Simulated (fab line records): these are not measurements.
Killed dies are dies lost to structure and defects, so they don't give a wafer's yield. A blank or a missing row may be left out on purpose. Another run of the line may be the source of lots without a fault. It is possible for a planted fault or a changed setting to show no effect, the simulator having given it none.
Which tool was responsible? :: flow berkeley-cmos170 :: 14 lots, 42 wafers sampled, at 2 steps of a route of 331

## WHAT THE GAUGES READ, wafer by wafer
UCB170_PSD_CD_MEAS_06: the cd target is 1200 nm. Usual: cd-nm 1200.1 nm, standard deviation 1.6.
lot: L217
measured: day 7 11:28
on: cd-sem-02
cd-nm (nm): 1200.9 1201.3 1202.6
flag: 

lot: L218
measured: day 7 11:40
on: cd-sem-02
cd-nm (nm): 1199.6 1200.1 1200.6
flag: 

lot: L219
measured: day 8 04:44
on: cd-sem-01
cd-nm (nm): 1196.0 1198.2 1197.6
flag: 

lot: L220
measured: day 8 04:58
on: cd-sem-01
cd-nm (nm): 1199.9 1199.7 1199.6
flag: 

lot: L221
measured: day 8 05:04
on: cd-sem-02
cd-nm (nm): 1200.8 1200.4 1200.8
flag: 

lot: L222
measured: day 8 12:17
on: cd-sem-02
cd-nm (nm): 1201.8 1202.0 1203.3
flag: 

lot: L223
measured: day 8 12:33
on: cd-sem-01
cd-nm (nm): 1200.6 1199.4 1199.9
flag: 

lot: L226
measured: day 9 05:44
on: cd-sem-01
cd-nm (nm): 1203.6 1203.9 1204.1
flag: 

lot: L225
measured: day 9 06:02
on: cd-sem-02
cd-nm (nm): 1199.0 1198.7 1199.0
flag: 

lot: L230
measured: day 10 15:36
on: cd-sem-01
cd-nm (nm): 1204.0 1203.0 1201.7
flag: 

lot: L231
measured: day 10 15:53
on: cd-sem-01
cd-nm (nm): 1204.5 1203.5 1205.6
flag: 

lot: L232
measured: day 10 15:58
on: cd-sem-01
cd-nm (nm): 1199.2 1200.4 1198.9
flag: 

lot: L236
measured: day 11 02:44
on: cd-sem-01
cd-nm (nm): 1202.3 1201.8 1201.7
flag: 

lot: L238
measured: day 12 02:33
on: cd-sem-02
cd-nm (nm): 1200.2 1199.3 1200.5
flag: 

## WHAT TOOL EACH LOT RAN ON (gives the tool, then ch and the chambers of the sampled wafers, and finally the start)
lot: L217
UCB170_PSD_EXPOSE_03: krf-scanner-01 ch 0, day 7 10:53

lot: L218
UCB170_PSD_EXPOSE_03: krf-scanner-01 ch 0, day 7 11:08

lot: L219
UCB170_PSD_EXPOSE_03: krf-scanner-01 ch 0, day 8 04:20

lot: L220
UCB170_PSD_EXPOSE_03: krf-scanner-02 ch 0, day 8 04:35

lot: L221
UCB170_PSD_EXPOSE_03: krf-scanner-02 ch 0, day 8 04:41

lot: L222
UCB170_PSD_EXPOSE_03: krf-scanner-02 ch 0, day 8 11:38

lot: L223
UCB170_PSD_EXPOSE_03: krf-scanner-01 ch 0, day 8 11:57

lot: L226
UCB170_PSD_EXPOSE_03: krf-scanner-01 ch 0, day 9 05:21

lot: L225
UCB170_PSD_EXPOSE_03: krf-scanner-02 ch 0, day 9 05:37

lot: L230
UCB170_PSD_EXPOSE_03: krf-scanner-02 ch 0, day 10 14:34

lot: L231
UCB170_PSD_EXPOSE_03: krf-scanner-01 ch 0, day 10 14:51

lot: L232
UCB170_PSD_EXPOSE_03: krf-scanner-02 ch 0, day 10 15:03

lot: L236
UCB170_PSD_EXPOSE_03: krf-scanner-02 ch 0, day 11 01:41

lot: L238
UCB170_PSD_EXPOSE_03: krf-scanner-02 ch 0, day 12 02:10
- UCB170_PSD_EXPOSE_03: exposes mask PSELECT MOD, target cd 1200 nm.

## AS READ BY THE TOOLS THEMSELVES (means over the sampled wafers that have a number; for cases with no such wafer, the mark the record gives instead)
UCB170_PSD_EXPOSE_03. Usual: exposure-dose-mJ-cm2 29.98, standard deviation 0.03.
lot: L217
tool: krf-scanner-01
exposure-dose-mJ-cm2: 29.98
flag: 

lot: L218
tool: krf-scanner-01
exposure-dose-mJ-cm2: 29.97
flag: 

lot: L219
tool: krf-scanner-01
exposure-dose-mJ-cm2: 30.00
flag: 

lot: L220
tool: krf-scanner-02
exposure-dose-mJ-cm2: 29.98
flag: 

lot: L221
tool: krf-scanner-02
exposure-dose-mJ-cm2: 30.03
flag: 

lot: L222
tool: krf-scanner-02
exposure-dose-mJ-cm2: 29.99
flag: 

lot: L223
tool: krf-scanner-01
exposure-dose-mJ-cm2: 29.96
flag: 

lot: L226
tool: krf-scanner-01
exposure-dose-mJ-cm2: 31.10
flag: OFF

lot: L225
tool: krf-scanner-02
exposure-dose-mJ-cm2: 29.97
flag: 

lot: L230
tool: krf-scanner-02
exposure-dose-mJ-cm2: 30.02
flag: 

lot: L231
tool: krf-scanner-01
exposure-dose-mJ-cm2: 30.89
flag: OFF

lot: L232
tool: krf-scanner-02
exposure-dose-mJ-cm2: 29.96
flag: 

lot: L236
tool: krf-scanner-02
exposure-dose-mJ-cm2: 29.99
flag: 

lot: L238
tool: krf-scanner-02
exposure-dose-mJ-cm2: 29.97
flag: 

## THE ANSWER, worked out from the rows above alone
Rule: a lot counts as off when the mean over its wafers that have a number is more than 3 standard deviations away from the usual mean. A lot without any number at a reading at which 4 lots or more have one is off too. Any other lot the step has rows for is counted as sound. After the gauges, taken in route order, come the tools' own readings; for these a lot's mean is taken, as printed above. At the first step where some lot is off, the reading lying furthest off is the one used; lots without a number count as furthest.
Off: L226, L231, at UCB170_PSD_EXPOSE_03 (exposure-dose-mJ-cm2).
A tool fits if, at that step or a process step before it, it ran every lot that is off, and no sound lot after the first of them. One fits: UCB170_PSD_EXPOSE_03 on krf-scanner-01. Its last sound lot is L223 (day 8 11:57), its first lot that is off L226 (day 9 05:21): a fault that began between those two fits.
The tool's own readings at UCB170_PSD_EXPOSE_03 bear it out: on the lots that are off they differ by more than 5 times the standard deviation of the sound lots' means. exposure-dose-mJ-cm2 reads 31.00 there against 29.98 on the sound lots.

## WHAT THE SIMULATOR PUT IN
Process parameter drift: krf-scanner-01, from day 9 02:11 on, at UCB170_PSD_EXPOSE_03. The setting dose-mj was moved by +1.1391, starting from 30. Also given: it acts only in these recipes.
Lots struck among those shown: L226, L231. The rule above reached the same finding.
